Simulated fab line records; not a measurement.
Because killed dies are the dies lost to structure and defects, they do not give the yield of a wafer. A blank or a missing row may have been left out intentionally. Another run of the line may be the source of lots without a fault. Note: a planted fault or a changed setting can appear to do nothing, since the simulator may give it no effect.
One fault through the eyes of 2 desks	flow berkeley cmos170	what lay behind the numbers comes last; until then each desk has only its own

== AT THE TOOL OWNER'S DESK: rie diel-01 ==
The tool's own readings at UCB170_ZERO_ETCH_06 (etches SiO2 in CHF3/CF4/Ar, time 12 s): means of the sampled wafers that have a number, for each lot that ran on this tool. A lot is out of limits, marked OUT, if its mean lies more than 4 standard deviations from the usual mean; the brackets give that distance.
Columns: A = cf4 flow sccm at UCB170_ZERO_ETCH_06, usual 9.991 sccm; B = drypump motor current A at UCB170_ZERO_ETCH_06, usual 5.9 A; C = oes product au at UCB170_ZERO_ETCH_06, usual 0.619 a.u.; D = throttle valve pct at UCB170_ZERO_ETCH_06, usual 9.24 %
lot	first seen here	A	B	C	D
L123	day 1 18:26	10.015	6.3	0.619	9.21
L125	day 2 08:25	9.973	5.9	0.617	9.25
L134	day 4 03:45	9.999	6.3	0.615	9.22
L135	day 4 06:37	9.994	6.2	0.613	9.21
L137	day 4 20:37	10.004	6.5	0.564 (-6.0) OUT	9.16
L139	day 5 08:17	9.960	5.8	0.565 (-6.0) OUT	9.20
This desk's finding: out of limits on L137, L139; first on L137, day 4 20:37 (oes product au at UCB170_ZERO_ETCH_06). In limits: L123, L125, L134, L135.

== METROLOGY DESK ==
What the gauges read for every lot (on any tool): the sampled wafers with a number, averaged. A lot is out of limits, marked OUT, if its mean lies more than 4 standard deviations from the usual mean; the brackets give that distance.
Columns: A = PWELL_NITRIDE_THK at UCB170_PWELL_THK_MEAS_06, usual 219.6 nm; B = PVT_TW at UCB170_PVT_TW_MEAS_09, usual 506
lot	first seen here	A	B
L123	day 3 04:00	217.3	497
L125	day 3 21:43	219.7	507
L126	day 3 21:44	218.1	504
L127	day 4 05:30	217.5	504
L128	day 4 09:58	224.8	506
L129	day 4 09:58	220.0	499
L130	day 5 00:52	223.3	513
L131	day 5 00:55	218.7	510
L134	day 5 10:17	218.2	502
L135	day 5 17:55	216.2	510
L137	day 6 04:18	220.5	500
L139	day 6 17:37	217.7	498
L145	day 7 21:26	220.3	498
L146	day 8 07:54	222.2	512
Result from this desk: across the 14 lots, nothing is out of limits.

== TAKEN TOGETHER ==
At day 4 20:37, on L137, L139, the tool owner's desk was in a position to raise an alarm.
At the metrology desk, nothing out of limits was observed.
The metrology desk holds a record of L137, L139, inside its limits.
The lots listed all ran UCB170_ZERO_ETCH_06 on rie diel-01.

== WHAT THE SIMULATOR HAD PUT IN ==
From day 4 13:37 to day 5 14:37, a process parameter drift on rie diel-01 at UCB170_ZERO_ETCH_06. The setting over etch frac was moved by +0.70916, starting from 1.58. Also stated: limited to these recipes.
Lots struck among those shown: L137, L139.
Delay in hours, fault start to first out-of-limits reading, by desk: the tool owner's desk at 7.
